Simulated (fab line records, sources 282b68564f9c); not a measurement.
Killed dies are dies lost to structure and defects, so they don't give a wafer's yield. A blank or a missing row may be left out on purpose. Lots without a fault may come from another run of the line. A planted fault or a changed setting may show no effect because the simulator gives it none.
A struck lot beside a sound one | flow rit_cmos | 22 steps out of a route of 202
Sound: wafers L497.1, L497.2, L497.4. Struck: wafers L509.1, L509.3, L509.5. The cause comes at the end.
At each step with rows: each side's tool, then ch and its chambers, then its first start. Under that, the readings that differ: sound wafers | struck wafers | difference of the means | sigmas: that difference in standard deviations of wafers without a fault.
alike: readings whose means differ by less than 2 such deviations, and words and numbers that are the same on both sides. not compared: withheld readings, readings that some wafer has no value for, bounds like >300 that may hide the same value, and numbers for which the record gives no deviation and whose values overlap.
The two part at a step that has a row with sigmas, a row that says differs or no value, or rows on one side only. Numbers that don't overlap but have no deviation are shown without sigmas and don't part them. A reading that every wafer of one side lacks parts them only if that side has two wafers or more.

first, 2 steps without rows for these wafers: RIT_NSD_HARDBAKE_07 (time 60 s); RIT_NSD_IMPLANT_08.
RIT_NSD_STRIP_09: strips in O2, time 180 s.
  sound on plasma_asher-03 ch 0,1, day 3 16:00; struck on plasma_asher-04 ch 1, day 5 15:31
  reading                     | sound       | struck      | difference | sigmas
  drypump_motor_current_A (A) | 5.9 5.7 5.7 | 6.6 6.6 6.6 | +0.8       | +2
  not compared: rf_hours_counter_h
RIT_NSD_TW_MEAS_10:
  sound on film_metro-03, day 3 16:11; struck on film_metro-01, day 5 15:42
  reading | sound          | struck         | difference | sigmas
  NSD_TW  | 3169 3180 3180 | 3082 3086 3091 | -90        | -3
then, 6 steps without rows for these wafers: RIT_PSD_HMDS_00 (prime time 60 s); RIT_PSD_COAT_01 (resist thk 1000 nm); RIT_PSD_SOFTBAKE_02 (time 60 s); RIT_PSD_EXPOSE_03 (exposes mask M10, target cd 40900 nm); RIT_PSD_PEB_04; RIT_PSD_DEVELOP_05 (develop time 50 s).
RIT_PSD_OVL_MEAS_06:
  sound on overlay-01, day 3 17:24; struck on overlay-02, day 5 16:49
  alike: PSD_OVL
then, 1 step without rows for these wafers: RIT_PSD_HARDBAKE_07 (time 60 s).
RIT_PSD_IMPLANT_08:
  sound on implanter-01 ch 0, day 3 17:35; struck on implanter-02 ch 0, day 5 17:00
  reading            | sound                         | struck                        | difference | sigmas
  beam_on_s (s)      | 12.2 13.0 12.4                | 10.0 10.0 9.6                 | -2.7       | -3
  dose_ions_cm2      | 4.986e+15 4.999e+15 4.999e+15 | 2.813e+15 2.821e+15 2.822e+15 | -2.176e+15 | -99 or more
  faraday_current_uA | 12502 11850 12450             | 8691 8701 9015                | -3465      | -4
RIT_PSD_STRIP_09: strips in O2, time 180 s.
  sound on plasma_asher-01 ch 0,1, day 3 17:44; struck on plasma_asher-03 ch 0,1, day 5 17:09
  alike: drypump_motor_current_A
  not compared: rf_hours_counter_h
RIT_PSD_TW_MEAS_10:
  sound on film_metro-04, day 3 17:55; struck on film_metro-04, day 5 17:20
  reading | sound          | struck         | difference | sigmas
  PSD_TW  | 3402 3401 3383 | 3204 3201 3198 | -194       | -5
then, 3 steps without rows for these wafers: RIT_SDANNEAL_CLEAN_00 (cleans in SC1, time 600 s); RIT_SDANNEAL_CLEAN_01 (cleans in dHF, time 30 s); RIT_SDANNEAL_CLEAN_02 (cleans in SC2, time 600 s).
RIT_SDANNEAL_RTA_03: time 5 s.
  sound on rtp_anneal-01 ch 0, day 3 18:20; struck on rtp_anneal-01 ch 0, day 5 17:46
  alike: ramp_down_c_per_s, wafer_temp_C_max
RIT_SDANNEAL_RS_MEAS_04: measures by four-point-probe.
  sound on film_metro-01, day 3 18:24; struck on film_metro-01, day 5 17:50
  reading         | sound                | struck               | difference | sigmas
  PSD_RS (ohm/sq) | 115.55 115.18 115.47 | 123.42 123.47 123.37 | +8.02      | +32
RIT_SDANNEAL_RS_MEAS_05: measures by four-point-probe.
  sound on film_metro-01, day 3 18:31; struck on film_metro-01, day 5 17:57
  alike: NSD_RS
RIT_M1_PROBE_99:
  sound on prober-01, day 4 03:15; struck on prober-01, day 6 01:22
  reading                                 | sound                  | struck                  | difference | sigmas
  model.etest.contact_pplus.end_ohm_um    | 46.19 46.13 45.07      | 55.43 55.56 55.9        | +9.83      |
  model.etest.ppoly_line.rs_ohm_sq        | 16.16 16.05 16.16      | 16.79 16.73 16.58       | +0.58      |
  model.etest.pmos_narrow.off_log10_a_um  | -12.77 -12.74 -12.79   | -12.9 -12.88 -12.9      | -0.1       |
  model.etest.vpnp.gain                   | 1.038 1.018 1.008      | 0.9525 0.9268 0.9286    | -0.0854    |
  model.etest.pmos_0p15.tox_inv_nm (nm)   | 3.923 3.93 3.979       | 4.086 4.113 4.098       | +0.155     |
  model.etest.diode_pplus_comb.cj_ff_um2  | 2.019 2.022 2.017      | 1.882 1.885 1.88        | -0.137     |
  model.etest.diode_pplus_nwell.cj_ff_um2 | 1.692 1.713 1.711      | 1.563 1.589 1.586       | -0.126     |
  model.etest.pmos_0p3.vt_sat_v (V)       | -0.478 -0.4783 -0.4886 | -0.5012 -0.4996 -0.5018 | -0.0192    |
  alike: killed_at_contacts, killed_at_front_end, killed_dies, killed_open, killed_short

WHERE THEY PART
First at RIT_NSD_STRIP_09; last, within this record, at RIT_SDANNEAL_RS_MEAS_04. Later steps at which nothing parts them and some readings are alike: RIT_SDANNEAL_RS_MEAS_05, RIT_M1_PROBE_99.

WHY: what the simulator had put in
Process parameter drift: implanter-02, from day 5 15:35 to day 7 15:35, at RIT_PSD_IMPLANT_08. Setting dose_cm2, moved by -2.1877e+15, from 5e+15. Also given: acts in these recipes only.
